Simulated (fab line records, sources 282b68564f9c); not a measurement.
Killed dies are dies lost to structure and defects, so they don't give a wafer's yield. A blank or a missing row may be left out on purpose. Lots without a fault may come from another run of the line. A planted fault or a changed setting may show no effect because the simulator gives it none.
fab line records | flow rit_cmos
record lots=6 wafers=18 last_day=7
route steps=202 shown SPACER@127 NSD@131 PSD@142 SDANNEAL@153 PLDD@159 NLDD@160 SILICIDE@161 CONTACT@168 M1@192
lots that met no fault: from a run of the same line without faults
start_h: hours from the record's first day to the start of the lot's first wafer shown | wait_h: hours since the lot's step before | " the same as in the row above | L1.1+2: a row that stands for several wafers | - no value, or no start given | * or withheld: withheld | < > ~ a bound
route shown NAME@n: a module of which the file shows steps, and the number in the route of the first | usual: mean/standard deviation of fault-free wafers | same: alike in all rows | chamber/n: place in a boat | sites: the reading at each site | _std_site: their standard deviation | _edge_site: outer sites' mean less inner sites' | radius_mm: how far each site lies from the wafer's centre | mask NAME#n: copy n | behind: the tool/chamber that last shaped the wafer | hold: why the lot was held/for how many hours/how that ended | device: the transistor (n, p or np) that didn't switch | end of line: the same wafers' tests at the end of the route | a step without rows: its recipe alone | killed: dies lost to structure and defects at the first sort, not the wafer's yield | map: a wafer's dies, x killed, . not, _ none there
set.NAME: the setting as run; set.NAME@STEP: as run at that earlier step | model.NAME: the simulator's own value behind a step, which no gauge read
lots at some steps of the route; a table a step, a row a wafer
services: from which hour (start_h, from the record's first day; less than 0 if before it) a tool's chamber was out of use, for how many hours, and why
## steps
# step RIT_SPACER_CLEAN_02
# recipe chemistry=SC2 mix=3:3:50 time_s=600 temp_c=75 dry=n2_spin
# step RIT_SPACER_CVD_03
# recipe material=Si3N4 target_thk_nm=250 temp_c=810 precursor=SiH2Cl2/NH3 time_s=3300 pressure_mtorr=300 sih2cl2_flow_sccm=60 nh3_flow_sccm=150
# step RIT_SPACER_THK_MEAS_04
# recipe reads=Si3N4_of_SPACER_CVD_03
# usual SPACER_NITRIDE_THK=248.8/2.8
# columns lot.wafer tool chamber start_h wait_h SPACER_NITRIDE_THK[nm]
L867.1 film_metro-04 - 50.21 0.0 251.0
L867.2 " - " " 252.1
L867.4 " - " " 250.2
L872.2 film_metro-03 - 74.94 0.0 250.3
L872.3 " - " " 250.2
L872.5 " - " " 250.1
L876.1 film_metro-03 - 95.79 0.0 254.5
L876.2 " - " " 255.4
L876.5 " - " " 251.8
L877.3 film_metro-04 - 100.53 0.0 248.8
L877.4 " - " " 250.6
L877.6 " - " " 251.5
L887.1 film_metro-03 - 154.39 0.0 248.0
L887.3 " - " " 246.2
L887.4 " - " " 246.3
L888.3 film_metro-04 - 157.00 0.0 247.2
L888.4 " - " " 245.9
L888.5 " - " " 247.4
# step RIT_SPACER_ETCHBACK_05
# recipe target_depth_a=2500 SF6_flow_sccm=30 CHF3_flow_sccm=30 target=Si3N4 chemistry=SF6/CHF3 pressure_mtorr=40 rf_w=250 time_s=240 stop_on=SiO2
# usual drypump_motor_current_A=5.80/0.28 oes_product_au=0.845/0.012 throttle_valve_pct=10.27/0.12
# columns lot.wafer tool chamber start_h wait_h drypump_motor_current_A oes_product_au rf_hours_counter_h throttle_valve_pct
L867.1 rie_diel-02 2 50.27 0.1 5.92 0.860 137 10.13
L867.2 " 1 " " 5.90 0.846 96 10.32
L867.4 " 1 " " 5.91 0.846 - 10.33
L872.2 rie_diel-04 1 74.99 0.0 5.45 0.843 108 10.27
L872.3 " 3 " " 5.43 0.871 93 10.38
L872.5 " 3 " " 5.40 0.872 - 10.38
L876.1 rie_diel-03 1 95.85 0.1 6.22 0.850 2 10.23
L876.2 " 3 " " 5.86 0.847 85 10.25
L876.5 " 1 " " 6.23 0.845 - 10.23
L877.3 rie_diel-02 3 100.57 0.0 6.25 0.844 40 10.41
L877.4 " 1 " " 5.89 0.841 97 10.35
L877.6 " 3 " " 6.23 0.841 - 10.43
L887.1 rie_diel-04 1 154.45 0.1 5.45 0.846 109 10.25
L887.3 " 0 " " 5.91 0.837 73 10.06
L887.4 " 2 " " 5.66 0.845 6 10.24
L888.3 rie_diel-03 1 157.04 0.0 6.22 0.831 4 10.24
L888.4 " 3 " " 5.88 0.828 86 10.23
L888.5 " 3 " " 5.86 0.827 - 10.24
# step RIT_NSD_HMDS_00
# recipe prime_time_s=60 prime_temp_c=140
# step RIT_NSD_COAT_01
# recipe resist=NOVOLAK spin_rpm=3250 resist_thk_nm=1000
# step RIT_NSD_SOFTBAKE_02
# recipe resist=NOVOLAK temp_c=90 time_s=60
# step RIT_NSD_EXPOSE_03
# recipe mask_id=M9 na=0.57 target_cd_nm=40700 dose_mj=250
# step RIT_NSD_PEB_04
# recipe resist=NOVOLAK temp_c=withheld time_s=withheld
# step RIT_NSD_DEVELOP_05
# recipe resist=NOVOLAK develop_time_s=50 dev_temp_c=22.26
# step RIT_NSD_OVL_MEAS_06
# usual NSD_OVL=2.1/1.4
# columns lot.wafer tool chamber start_h wait_h NSD_OVL[nm]
L867.1 overlay-01 - 51.27 - 3.4
L867.2 " - " " 1.8
L867.4 " - " " 2.3
L872.2 overlay-02 - 76.13 - 3.7
L872.3 " - " " 5.6
L872.5 " - " " 4.7
L876.1 overlay-01 - 96.85 - 0.5
L876.2 " - " " -0.1
L876.5 " - " " 2.3
L877.3 overlay-02 - 101.80 - 3.6
L877.4 " - " " 4.1
L877.6 " - " " 3.7
L887.1 overlay-01 - 155.58 - 1.9
L887.3 " - " " 4.6
L887.4 " - " " 2.8
L888.3 overlay-01 - 158.17 - -0.5
L888.4 " - " " -1.6
L888.5 " - " " -0.8
# step RIT_NSD_HARDBAKE_07
# recipe resist=NOVOLAK temp_c=140 time_s=60
# step RIT_NSD_IMPLANT_08
# recipe species=P energy_kev=25 dose_cm2=9.903e+14 tilt_deg=7
# usual beam_energy_keV=25.000/0.0078 dose_ions_cm2=9.903e+14/1.2e+12
# same implant_ion_amu=31
# columns lot.wafer tool chamber start_h wait_h beam_energy_keV dose_ions_cm2 model.implant.rp_nm model.implant.drp_nm
L867.1 implanter-04 0 51.49 0.1 24.997 9.914e+14 32.11 14.84
L867.2 " 0 " " 25.011 9.911e+14 32.11 14.84
L867.4 " 0 " " 24.999 9.904e+14 32.11 14.84
L872.2 implanter-01 0 76.33 0.1 25.014 9.903e+14 32.29 14.84
L872.3 " 0 " " 25.012 9.897e+14 32.29 14.84
L872.5 " 0 " " 25.007 9.902e+14 32.29 14.84
L876.1 implanter-01 0 97.05 0.1 22.492 9.896e+14 30.6 13.92
L876.2 " 0 " " 22.491 9.908e+14 30.6 13.92
L876.5 " 0 " " 22.483 9.919e+14 30.6 13.92
L877.3 implanter-01 0 102.03 0.1 22.506 9.906e+14 29.7 13.92
L877.4 " 0 " " 22.501 9.922e+14 29.7 13.92
L877.6 " 0 " " 22.495 9.913e+14 29.7 13.92
L887.1 implanter-03 0 155.76 0.1 24.991 9.888e+14 31.7 14.84
L887.3 " 0 " " 24.990 9.892e+14 31.7 14.84
L887.4 " 0 " " 24.994 9.888e+14 31.7 14.84
L888.3 implanter-04 0 158.40 0.1 25.008 9.91e+14 31.49 14.84
L888.4 " 0 " " 24.995 9.906e+14 31.49 14.84
L888.5 " 0 " " 25.007 9.898e+14 31.49 14.84
# step RIT_NSD_STRIP_09
# recipe chemistry=O2 time_s=180 resist=NOVOLAK platen_temp_c=withheld power_w=500 pressure_mtorr=4000 o2_flow_sccm=4000
# usual drypump_motor_current_A=5.32/0.25
# columns lot.wafer tool chamber start_h wait_h drypump_motor_current_A rf_hours_counter_h
L867.1 plasma_asher-01 0 51.64 0.1 5.34 42
L867.2 " 1 " " 5.28 42
L867.4 " 0 " " 5.36 -
L872.2 plasma_asher-01 1 76.46 0.1 5.27 45
L872.3 " 0 " " 5.39 -
L872.5 " 0 " " 5.37 -
L876.1 plasma_asher-04 1 97.20 0.1 5.31 31
L876.2 " 0 " " 5.37 31
L876.5 " 0 " " 5.39 -
L877.3 plasma_asher-01 1 102.18 0.1 5.24 -
L877.4 " 0 " " 5.36 -
L877.6 " 0 " " 5.36 -
L887.1 plasma_asher-02 1 155.91 0.1 5.63 54
L887.3 " 1 " " 5.63 -
L887.4 " 0 " " 5.01 -
L888.3 plasma_asher-02 1 158.55 0.1 5.66 -
L888.4 " 0 " " 4.97 -
L888.5 " 1 " " 5.63 -
# step RIT_NSD_TW_MEAS_10
# usual NSD_TW=3084/21
# columns lot.wafer tool chamber start_h wait_h NSD_TW
L867.1 film_metro-02 - 51.81 0.1 3059
L867.2 " - " " 3060
L867.4 " - " " 3069
L872.2 film_metro-03 - 76.64 0.1 3101
L872.3 " - " " 3114
L872.5 " - " " 3102
L876.1 film_metro-01 - 97.38 0.1 2982
L876.2 " - " " 2981
L876.5 " - " " 3002
L877.3 film_metro-03 - 102.32 0.1 3027
L877.4 " - " " 3018
L877.6 " - " " 2998
L887.1 film_metro-03 - 156.09 0.1 3129
L887.3 " - " " 3108
L887.4 " - " " 3103
L888.3 film_metro-01 - 158.69 0.1 3055
L888.4 " - " " 3045
L888.5 " - " " 3072
# step RIT_PSD_HMDS_00
# recipe prime_time_s=60 prime_temp_c=140
# step RIT_PSD_COAT_01
# recipe resist=NOVOLAK spin_rpm=3250 resist_thk_nm=1000
# step RIT_PSD_SOFTBAKE_02
# recipe resist=NOVOLAK temp_c=90 time_s=60
# step RIT_PSD_EXPOSE_03
# recipe mask_id=M10 na=0.57 target_cd_nm=40900 dose_mj=250
# step RIT_PSD_PEB_04
# recipe resist=NOVOLAK temp_c=withheld time_s=withheld
# step RIT_PSD_DEVELOP_05
# recipe resist=NOVOLAK develop_time_s=50 dev_temp_c=23
# step RIT_PSD_OVL_MEAS_06
# usual PSD_OVL=-0.5/1.3
# columns lot.wafer tool chamber start_h wait_h PSD_OVL[nm]
L867.1 overlay-01 - 52.85 - 1.3
L867.2 " - " " 0.2
L867.4 " - " " 0.6
L872.2 overlay-02 - 77.75 - -0.7
L872.3 " - " " -0.6
L872.5 " - " " -2.6
L876.1 overlay-02 - 98.42 - 0.4
L876.2 " - " " 0.5
L876.5 " - " " 0.5
L877.3 overlay-01 - 103.22 - -1.7
L877.4 " - " " -1.2
L877.6 " - " " -0.7
L887.1 overlay-02 - 157.00 - -2.4
L887.3 " - " " -3.8
L887.4 " - " " -4.0
L888.3 overlay-01 - 159.72 - -2.2
L888.4 " - " " -0.9
L888.5 " - " " -0.1
# step RIT_PSD_HARDBAKE_07
# recipe resist=NOVOLAK temp_c=140 time_s=60
# step RIT_PSD_IMPLANT_08
# recipe species=BF2 energy_kev=27 dose_cm2=5e+15 tilt_deg=7
# step RIT_PSD_STRIP_09
# recipe chemistry=O2 time_s=180 resist=NOVOLAK platen_temp_c=withheld power_w=500 pressure_mtorr=4000 o2_flow_sccm=4000
# step RIT_PSD_TW_MEAS_10
# usual PSD_TW=3386/23
# columns lot.wafer tool chamber start_h wait_h PSD_TW
L867.1 film_metro-03 - 53.36 0.1 3392
L867.2 " - " " 3372
L867.4 " - " " 3401
L872.2 film_metro-02 - 78.27 0.1 3379
L872.3 " - " " 3364
L872.5 " - " " 3377
L876.1 film_metro-02 - 98.93 0.1 3400
L876.2 " - " " 3384
L876.5 " - " " 3401
L877.3 film_metro-03 - 103.74 0.1 3410
L877.4 " - " " 3384
L877.6 " - " " 3381
L887.1 film_metro-01 - 157.51 0.1 3377
L887.3 " - " " 3375
L887.4 " - " " 3373
L888.3 film_metro-03 - 160.24 0.1 3443
L888.4 " - " " 3453
L888.5 " - " " 3444
# step RIT_SDANNEAL_CLEAN_00
# recipe chemistry=SC1 mix=3:3:50 time_s=600 temp_c=75
# step RIT_SDANNEAL_CLEAN_01
# recipe chemistry=dHF dilution=50:1 time_s=30
# step RIT_SDANNEAL_CLEAN_02
# recipe chemistry=SC2 mix=3:3:50 time_s=600 temp_c=75 dry=n2_spin
# step RIT_SDANNEAL_RTA_03
# recipe temp_c=1050 time_s=5 idle_temp_c=600 ramp_up_c_per_s=342 ramp_down_c_per_s=171 cool_to_c=600 ambient=N2
# step RIT_SDANNEAL_RS_MEAS_04
# recipe thk_meas_gauge=four-point-probe
# usual PSD_RS=115.9/0.3
# columns lot.wafer tool chamber start_h wait_h PSD_RS[ohm/sq]
L867.1 film_metro-03 - 53.84 0.0 115.9
L867.2 " - " " 115.7
L867.4 " - " " 115.7
L872.2 film_metro-02 - 78.76 0.1 115.8
L872.3 " - " " 115.8
L872.5 " - " " 115.9
L876.1 film_metro-03 - 99.46 0.0 116.2
L876.2 " - " " 115.9
L876.5 " - " " 115.6
L877.3 film_metro-02 - 104.30 0.1 116.5
L877.4 " - " " 116.3
L877.6 " - " " 116.1
L887.1 film_metro-03 - 157.99 0.0 116.1
L887.3 " - " " 115.6
L887.4 " - " " 115.9
L888.3 film_metro-02 - 160.78 0.1 116.2
L888.4 " - " " 115.8
L888.5 " - " " 116.1
# step RIT_SDANNEAL_RS_MEAS_05
# recipe thk_meas_gauge=four-point-probe
# usual NSD_RS=85.23/0.26
# columns lot.wafer tool chamber start_h wait_h NSD_RS[ohm/sq]
L867.1 film_metro-03 - 53.96 0.1 85.04
L867.2 " - " " 84.88
L867.4 " - " " 85.05
L872.2 film_metro-02 - 78.88 0.1 85.40
L872.3 " - " " 84.99
L872.5 " - " " 85.49
L876.1 film_metro-03 - 99.58 0.1 86.62
L876.2 " - " " 86.73
L876.5 " - " " 86.62
L877.3 film_metro-02 - 104.42 0.1 85.92
L877.4 " - " " 85.98
L877.6 " - " " 85.93
L887.1 film_metro-03 - 158.11 0.1 85.01
L887.3 " - " " 84.95
L887.4 " - " " 84.91
L888.3 film_metro-02 - 160.90 0.1 85.42
L888.4 " - " " 85.52
L888.5 " - " " 85.39
# step RIT_SDANNEAL_RS_MEAS_06
# recipe thk_meas_gauge=four-point-probe
# usual PLDD_RS=178.7/0.5
# columns lot.wafer tool chamber start_h wait_h PLDD_RS[ohm/sq]
L867.1 film_metro-03 - 54.08 0.1 178.8
L867.2 " - " " 178.3
L867.4 " - " " 179.2
L872.2 film_metro-02 - 79.00 0.1 178.5
L872.3 " - " " 178.3
L872.5 " - " " 178.6
L876.1 film_metro-03 - 99.70 0.1 179.4
L876.2 " - " " 178.9
L876.5 " - " " 178.1
L877.3 film_metro-02 - 104.54 0.1 178.7
L877.4 " - " " 179.3
L877.6 " - " " 179.1
L887.1 film_metro-03 - 158.23 0.1 179.1
L887.3 " - " " 178.3
L887.4 " - " " 178.9
L888.3 film_metro-02 - 161.02 0.1 179.3
L888.4 " - " " 179.1
L888.5 " - " " 178.9
# step RIT_SDANNEAL_RS_MEAS_07
# recipe thk_meas_gauge=four-point-probe
# usual NLDD_RS=151.7/0.57
# columns lot.wafer tool chamber start_h wait_h NLDD_RS[ohm/sq]
L867.1 film_metro-03 - 54.20 0.1 151.4
L867.2 " - " " 152.0
L867.4 " - " " 152.2
L872.2 film_metro-02 - 79.12 0.1 152.0
L872.3 " - " " 152.1
L872.5 " - " " 152.1
L876.1 film_metro-03 - 99.82 0.1 150.5
L876.2 " - " " 151.2
L876.5 " - " " 151.6
L877.3 film_metro-02 - 104.66 0.1 152.9
L877.4 " - " " 152.5
L877.6 " - " " 153.2
L887.1 film_metro-03 - 158.35 0.1 151.4
L887.3 " - " " 151.4
L887.4 " - " " 151.0
L888.3 film_metro-02 - 161.14 0.1 151.8
L888.4 " - " " 151.5
L888.5 " - " " 151.9
# step RIT_SILICIDE_WET_ETCH_00
# recipe chemistry=BOE target=SiO2 target_depth_nm=14 time_s=15 dry=n2_spin dilution=10:1 temp_c=21.5
# step RIT_SILICIDE_SPUTTER_01
# recipe material=Ti target_thk_nm=30 power_w=361.4 chamber_pressure_pa=0.667 gas=Ar time_s=240 substrate_temp_c=25
# usual throttle_valve_pct=29.6/0.82
# columns lot.wafer tool chamber start_h wait_h throttle_valve_pct
L867.1 pvd_sputter-03 - 54.34 0.0 30.6
L867.2 " - " " 30.9
L867.4 " - " " 29.0
L872.2 pvd_sputter-02 - 79.24 0.0 28.9
L872.3 " - " " 29.3
L872.5 " - " " 28.9
L876.1 pvd_sputter-03 - 99.96 0.0 28.6
L876.2 " - " " 30.6
L876.5 " - " " 28.6
L877.3 pvd_sputter-02 - 104.75 0.0 29.2
L877.4 " - " " 29.1
L877.6 " - " " 30.0
L887.1 pvd_sputter-02 - 158.49 0.0 29.9
L887.3 " - " " 28.8
L887.4 " - " " 29.2
L888.3 pvd_sputter-03 - 161.27 0.0 30.2
L888.4 " - " " 30.8
L888.5 " - " " 28.5
# step RIT_SILICIDE_RS_MEAS_02
# recipe thk_meas_gauge=four-point-probe reads=Ti_of_SILICIDE_SPUTTER_01
# usual SILICIDE_TI_RS=46.0/0.51
# columns lot.wafer tool chamber start_h wait_h SILICIDE_TI_RS[ohm/sq]
L867.1 film_metro-04 - 54.49 0.1 45.4
L867.2 " - " " 45.3
L867.4 " - " " 45.8
L872.2 film_metro-04 - 79.41 0.1 46.3
L872.3 " - " " 46.7
L872.5 " - " " 46.4
L876.1 film_metro-02 - 100.11 0.1 46.8
L876.2 " - " " 46.4
L876.5 " - " " 46.8
L877.3 film_metro-01 - 104.94 0.1 46.0
L877.4 " - " " 46.0
L877.6 " - " " 46.2
L887.1 film_metro-04 - 158.64 0.1 45.0
L887.3 " - " " 45.3
L887.4 " - " " 45.3
L888.3 film_metro-01 - 161.46 0.1 45.3
L888.4 " - " " 45.4
L888.5 " - " " 45.9
# step RIT_SILICIDE_THK_MEAS_03
# recipe thk_meas_gauge=xrf reads=Ti_of_SILICIDE_SPUTTER_01
# usual SILICIDE_TI_THK=31.32/0.29
# columns lot.wafer tool chamber start_h wait_h SILICIDE_TI_THK[nm]
L867.1 film_metro-04 - 54.61 0.1 31.73
L867.2 " - " " 31.59
L867.4 " - " " 31.56
L872.2 film_metro-04 - 79.52 0.1 31.08
L872.3 " - " " 30.87
L872.5 " - " " 30.89
L876.1 film_metro-02 - 100.23 0.1 31.02
L876.2 " - " " 31.37
L876.5 " - " " 31.10
L877.3 film_metro-01 - 105.04 0.1 31.33
L877.4 " - " " 31.35
L877.6 " - " " 31.33
L887.1 film_metro-04 - 158.76 0.1 31.82
L887.3 " - " " 31.49
L887.4 " - " " 31.48
L888.3 film_metro-01 - 161.56 0.1 31.75
L888.4 " - " " 31.69
L888.5 " - " " 31.30
# step RIT_SILICIDE_RTA_04
# recipe temp_c=650 time_s=10 idle_temp_c=25 ramp_up_s=5 ramp_down_s=5 cool_to_c=25 ambient=N2
# usual wafer_temp_C_max=653.8/0.89
# columns lot.wafer tool chamber start_h wait_h wafer_temp_C_max
L867.1 rtp_anneal-01 0 54.67 0.1 653.4
L867.2 " 0 " " 653.5
L867.4 " 0 " " 654.8
L872.2 rtp_anneal-02 0 79.58 0.1 652.3
L872.3 " 0 " " 652.7
L872.5 " 0 " " 653.3
L876.1 rtp_anneal-02 0 100.29 0.1 652.8
L876.2 " 0 " " 652.5
L876.5 " 0 " " 653.3
L877.3 rtp_anneal-01 0 105.10 0.1 654.4
L877.4 " 0 " " 653.3
L877.6 " 0 " " 654.8
L887.1 rtp_anneal-01 0 158.82 0.1 655.4
L887.3 " 0 " " 655.1
L887.4 " 0 " " 654.3
L888.3 rtp_anneal-01 0 161.62 0.1 653.5
L888.4 " 0 " " 653.4
L888.5 " 0 " " 655.3
# step RIT_SILICIDE_WET_ETCH_05
# recipe chemistry=SPM target=Ti temp_c=90 time_s=120 dry=n2_spin
# step RIT_SILICIDE_RTA_06
# recipe temp_c=750 time_s=10 idle_temp_c=25 ramp_up_s=5 ramp_down_s=10 cool_to_c=25 ambient=N2
# step RIT_CONTACT_CVD_00
# recipe material=SiO2 target_thk_nm=400 precursor=TEOS temp_c=390 time_s=61 rf_w=400
# usual heater_power_w=328/45
# columns lot.wafer tool chamber start_h wait_h heater_power_w
L867.1 pecvd-04 1 54.85 0.1 272
L867.2 " 0 " " 371
L867.4 " 1 " " 282
L872.2 pecvd-02 0 79.74 0.0 358
L872.3 " 1 " " 323
L872.5 " 2 " " 295
L876.1 pecvd-04 0 100.46 0.1 341
L876.2 " 1 " " 257
L876.5 " 1 " " 278
L877.3 pecvd-03 2 105.26 0.0 301
L877.4 " 2 " " 332
L877.6 " 1 " " 348
L887.1 pecvd-02 1 158.99 0.1 295
L887.3 " 0 " " 369
L887.4 " 0 " " 385
L888.3 pecvd-04 2 161.77 0.0 352
L888.4 " 0 " " 367
L888.5 " 2 " " 361
# step RIT_M1_DEVELOP_08
# recipe resist=NOVOLAK develop_time_s=68 dev_temp_c=22.36
# columns lot.wafer tool chamber start_h wait_h model.M1.cd_nm
L867.1+2 litho_track-02 0 - - 2601
L867.4 " 0 " " 2600
L872.2+3 litho_track-02 0 - - 2602
L872.5 " 0 " " 2601
L876.1 litho_track-04 0 - - 2578
L876.2 " 0 " " 2579
L876.5 " 0 " " 2581
L877.3 litho_track-04 0 - - 2579
L877.4+6 " 0 " " 2581
L887.1 litho_track-04 0 - - 2602
L887.3+4 " 0 " " 2601
L888.3 litho_track-04 0 - - 2605
L888.4+5 " 0 " " 2603
# step RIT_M1_METAL_ETCH_12
# recipe stop_on=SiO2 chemistry=Cl2/BCl3 target=Al time_s=165 over_etch_frac=0.5411 pressure_mtorr=100 target_depth_a=6000 rf_w=250 Cl2_flow_sccm=60 bcl3_flow_sccm=50
# usual drypump_motor_current_A=5.9/0.58 oes_product_au=0.760/0.012 throttle_valve_pct=8.25/0.075
# columns lot.wafer tool chamber start_h wait_h drypump_motor_current_A oes_product_au rf_hours_counter_h throttle_valve_pct model.M1.cd_nm
L867.1 rie_metal-02 1 59.12 0.2 6.4 0.740 1 8.13 2602
L867.2 " 0 " " 5.8 0.757 1 8.27 2602
L867.4 " 1 " " 6.4 0.747 - 8.12 2601
L872.2 rie_metal-04 1 84.04 0.2 5.4 0.763 3 8.29 2603
L872.3 " 0 " " 6.5 0.754 - 8.34 2599
L872.5 " 0 " " 6.5 0.753 - 8.33 2600
L876.1 rie_metal-02 1 104.49 0.2 6.4 0.756 1 8.12 2580
L876.2 " 0 " " 5.9 0.772 1 8.28 2581
L876.5 " 0 " " 5.9 0.772 - 8.26 2581
L877.3 rie_metal-03 0 109.42 0.2 6.4 0.770 - 8.15 2578
L877.4 " 1 " " 4.9 0.769 - 8.29 2581
L877.6 " 1 " " 4.9 0.767 - 8.29 2580
L887.1 rie_metal-02 0 163.43 0.2 5.9 0.772 2 8.27 2603
L887.3 " 0 " " 5.9 0.769 - 8.27 2602
L887.4 " 1 " " 6.4 0.751 - 8.12 2601
L888.3 rie_metal-04 0 165.97 0.2 6.5 0.743 - 8.34 2602
L888.4 " 1 " " 5.4 0.752 - 8.31 2602
L888.5 " 0 " " 6.5 0.744 - 8.32 2600
# step RIT_M1_PROBE_99
# usual killed_at_contacts=0.1/0.25 killed_at_front_end=7/3.1 killed_dies=7/3.1 killed_open=3.6/2 killed_short=3.5/2
# same gross_dies=264 killed_at_M0_to_M3=0 killed_at_M4_up=0 killed_at_back_side=0 killed_at_other=0
# columns lot.wafer tool chamber start_h wait_h killed_at_contacts killed_at_front_end killed_dies killed_open killed_short model.etest.m1.width_nm model.etest.contact_nplus.end_ohm_um
L867.1 prober-01 - 61.39 0.1 1 3 4 3 1 2594 41.97
L867.2 prober-01 - 61.44 0.1 0 9 9 3 6 2604 43.24
L867.4 prober-01 - 61.54 0.2 0 2 2 1 1 2605 43.63
L872.2 prober-02 - 86.34 0.1 0 5 5 2 3 2612 43.6
L872.3 prober-02 - 86.39 0.2 0 7 7 4 3 2595 42.43
L872.5 prober-02 - 86.49 0.2 0 4 4 0 4 2594 42.23
L876.1 prober-02 - 107.30 0.1 0 7 7 4 3 2585 44.9
L876.2 prober-02 - 107.35 0.1 0 7 7 3 4 2579 46.32
L876.5 prober-02 - 107.50 0.2 0 7 7 3 4 2585 45.27
L877.3 prober-01 - 113.12 0.2 0 7 7 4 3 2579 48.38
L877.4 prober-01 - 113.17 0.2 0 3 3 1 2 2576 45.74
L877.6 prober-01 - 113.27 0.2 0 10 10 5 5 2583 45.56
L887.1 prober-01 - 165.70 0.1 0 13 13 5 8 2604 44.81
L887.3 prober-01 - 165.80 0.2 0 10 10 7 3 2606 43.37
L887.4 prober-01 - 165.85 0.2 0 7 7 0 7 2603 44.76
L888.3 prober-02 - 168.27 0.2 0 5 5 4 1 2605 44.43
L888.4 prober-02 - 168.32 0.2 0 3 3 0 3 2602 45.63
L888.5 prober-02 - 168.37 0.2 0 7 7 3 4 2596 44.88
# killed by level:class
L867.1 FOX1:geometric_particle:open=1 GATE:geometric_particle:short=1 SILICIDE:geometric_particle:open=1 CONTACT:geometric_particle:open=1
L867.2 GATE:geometric_particle:short=3 SPACER:geometric_particle:short=2 FOX2:geometric_particle:short=1 GATE:geometric_particle:open=1 REOX:geometric_particle:open=1 SPACER:geometric_particle:open=1
L867.4 GATE:geometric_particle:open=1 SPACER:geometric_particle:short=1
L872.2 GATE:geometric_particle:short=2 GATE:geometric_particle:open=1 REOX:geometric_particle:open=1 SILICIDE:geometric_particle:short=1
L872.3 GATE:geometric_particle:open=2 FOX1:geometric_particle:open=1 FOX2:geometric_particle:short=1 REOX:geometric_particle:short=1 REOX:geometric_particle:open=1 SPACER:geometric_particle:short=1
L872.5 FOX1:geometric_particle:short=2 GATE:geometric_particle:short=1 SILICIDE:geometric_particle:short=1
L876.1 FOX1:geometric_particle:short=2 FOX2:geometric_particle:open=1 GATE:geometric_particle:open=1 REOX:geometric_particle:short=1 REOX:geometric_particle:open=1 SILICIDE:geometric_particle:open=1
L876.2 SILICIDE:geometric_particle:open=2 FOX1:geometric_particle:open=1 FOX2:geometric_particle:short=1 GATE:geometric_particle:short=1 REOX:geometric_particle:short=1 SILICIDE:geometric_particle:short=1
L876.5 GATE:geometric_particle:short=2 FOX1:geometric_particle:short=1 GATE:geometric_particle:open=1 REOX:geometric_particle:open=1 SPACER:geometric_particle:short=1 SILICIDE:geometric_particle:open=1
L877.3 GATE:geometric_particle:short=2 GATE:geometric_particle:open=2 SPACER:geometric_particle:short=1 SPACER:geometric_particle:open=1 SILICIDE:geometric_particle:open=1
L877.4 FOX1:geometric_particle:short=1 GATE:geometric_particle:open=1 SILICIDE:geometric_particle:short=1
L877.6 GATE:geometric_particle:open=2 GATE:geometric_particle:short=2 REOX:geometric_particle:open=2 FOX1:geometric_particle:short=1 REOX:geometric_particle:short=1 SPACER:geometric_particle:short=1 SPACER:geometric_particle:open=1
L887.1 GATE:geometric_particle:open=4 FOX2:geometric_particle:short=3 FOX1:geometric_particle:short=1 GATE:geometric_particle:short=1 REOX:geometric_particle:short=1 SPACER:geometric_particle:open=1 SPACER:geometric_particle:short=1 SILICIDE:geometric_particle:short=1
L887.3 FOX2:geometric_particle:open=3 GATE:geometric_particle:open=2 SPACER:geometric_particle:short=2 SILICIDE:geometric_particle:open=2 GATE:geometric_particle:short=1
L887.4 SILICIDE:geometric_particle:short=4 FOX1:geometric_particle:short=1 REOX:geometric_particle:short=1 SPACER:geometric_particle:short=1
L888.3 GATE:geometric_particle:open=2 REOX:geometric_particle:open=1 SILICIDE:geometric_particle:open=1 SILICIDE:geometric_particle:short=1
L888.4 GATE:geometric_particle:short=2 SILICIDE:geometric_particle:short=1
L888.5 GATE:geometric_particle:open=2 SILICIDE:geometric_particle:short=2 GATE:geometric_particle:short=1 SPACER:geometric_particle:short=1 SILICIDE:geometric_particle:open=1
## services
# columns tool chamber start_h hours kind
rie_diel-02 0 29.21 22.4 repair
pecvd-04 - 32.09 6.0 pm
rie_diel-04 2 39.99 5.4 repair
pecvd-04 - 40.29 0.8 repair
rie_metal-04 - 43.61 0.5 repair
pecvd-02 0 51.20 5.7 repair
implanter-01 - 51.37 0.6 repair
rie_diel-04 2 52.61 22.1 repair
rie_diel-02 3 54.94 3.4 repair
rie_diel-04 0 58.21 4.0 repair
pecvd-02 - 59.03 0.6 repair
rie_diel-02 - 74.91 2.8 pm
implanter-04 - 77.54 1.0 repair
plasma_asher-01 - 77.77 2.8 pm
implanter-04 - 81.70 2.8 repair
plasma_asher-02 - 105.46 2.7 repair
plasma_asher-01 - 108.75 9.0 pm
rie_diel-04 0 110.72 3.3 repair
rie_diel-02 0 121.05 3.6 repair
pecvd-04 0 138.70 4.1 repair
plasma_asher-02 - 143.78 2.8 repair
pvd_sputter-03 - 145.05 0.9 repair
rtp_anneal-02 - 158.43 1.0 pm
implanter-01 - 164.15 4.4 pm
## key
first_sign step=RIT_NSD_IMPLANT_08 reading=beam_energy_keV direction=down sigmas=99+ usual=25.000 struck=22.494
effect step=RIT_NSD_TW_MEAS_10 reading=NSD_TW direction=down sigmas=4 usual=3084 struck=3001
effect step=RIT_SDANNEAL_RS_MEAS_05 reading=NSD_RS direction=up sigmas=4.1 usual=85.23 struck=86.30
model_effect step=RIT_NSD_IMPLANT_08 value=implant.rp_nm without=32.38 struck=30.15
model_effect step=RIT_M1_DEVELOP_08 value=M1.cd_nm without=2601 struck=2580
model_effect step=RIT_M1_METAL_ETCH_12 value=M1.cd_nm without=2601 struck=2580
model_effect step=RIT_M1_PROBE_99 value=etest.m1.width_nm without=2602 struck=2581
met_at RIT_NSD_IMPLANT_08
struck_wafers L876.1,L876.2,L876.5,L877.3,L877.4,L877.6
tester_left_out L876,L877
loop_trim step=RIT_M1_EXPOSE_06 setting=dose lots=L876,L877
onset_between 76.33 97.05
fault kind=process_parameter_drift tool=implanter-01 chamber=- onset_h=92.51 steps=RIT_NSD_IMPLANT_08 channel=energy_kev offset=-2.5 shape=step end_h=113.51 acts_in=these_recipes_only stated=25
# tester_left_out: of these lots the tester's yield and bins aren't shown, on N5 and GAA mostly nor the transistor test; their killed dies are dies lost to structure and defects alone, not to doping, threshold or leakage, so they don't give the yield
# loop_trim: a control loop set the setting to another value than it would have without faults
